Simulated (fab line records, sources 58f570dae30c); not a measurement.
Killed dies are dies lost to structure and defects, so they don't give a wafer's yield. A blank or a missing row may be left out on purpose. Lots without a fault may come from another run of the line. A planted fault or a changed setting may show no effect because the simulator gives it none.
Which tool did it? | flow berkeley_cmos170 | 7 lots, 21 wafers sampled, at 2 steps of a route of 331

WHAT THE GAUGES READ, wafer by wafer
UCB170_NSD_CD_MEAS_06: target cd 1200 nm.
lot  | measured     | on        | cd_nm (nm)
L798 | day 7 00:40  | cd_sem-02 | 1202.0 1200.8 1200.1
L799 | day 7 00:55  | cd_sem-02 | 1201.8 1200.5 1201.1
L811 | day 9 04:15  | cd_sem-02 | 1236.8 1237.2 1237.5
L810 | day 9 04:58  | cd_sem-02 | 1230.8 1230.4 1231.4
L813 | day 10 07:14 | cd_sem-01 | 1199.7 1199.7 1199.6
L817 | day 10 16:48 | cd_sem-02 | 1199.9 1201.0 1201.2
L815 | day 10 19:03 | cd_sem-01 | 1199.3 1199.4 1199.1

WHICH TOOL RAN EACH LOT (tool, then ch and the chambers of the sampled wafers, then the start)
lot  | UCB170_NSD_EXPOSE_03
L798 | krf_scanner-01 ch 0, day 6 23:20
L799 | krf_scanner-01 ch 0, day 6 23:46
L811 | krf_scanner-02 ch 0, day 9 03:39
L810 | krf_scanner-02 ch 0, day 9 04:17
L813 | krf_scanner-01 ch 0, day 10 06:25
L817 | krf_scanner-01 ch 0, day 10 15:34
L815 | krf_scanner-01 ch 0, day 10 18:14
- UCB170_NSD_EXPOSE_03: exposes mask NSELECT MOD, target cd 1200 nm.

THE ANSWER, worked out from the rows above alone
Rule: what is usual is taken from the lots themselves. Put in order of their means at a reading, lots are off if they are a third of the lots or fewer, leave a main group of 4 or more, and stand apart from it by a gap of 3 or more times the standard deviation of the main group's means; of several such gaps the widest counts. A main group whose means are all the same, to the digits that the tables above print for the reading, isn't used. A lot without any number at a reading at which 4 lots or more have one is off too. The other lots that the step has rows for count as sound.
Off: L811, L810, at UCB170_NSD_CD_MEAS_06 (cd_nm). The main group: mean 1200.3 nm, standard deviation 0.74.
A tool fits if, at a process step before that reading, it ran every lot that is off, and no sound lot after the first of them. The gauges at UCB170_NSD_CD_MEAS_06 are tried like those tools. One fits: krf_scanner-02 at UCB170_NSD_EXPOSE_03. It ran no sound lot before its first lot that is off in this sample, so the start can't be narrowed down.

WHAT THE SIMULATOR HAD PUT IN
Process parameter drift: krf_scanner-02, from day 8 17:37 on, at UCB170_NSD_EXPOSE_03. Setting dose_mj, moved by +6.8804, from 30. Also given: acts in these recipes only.
Lots struck among those shown: L811, L810. The rule above found the same.
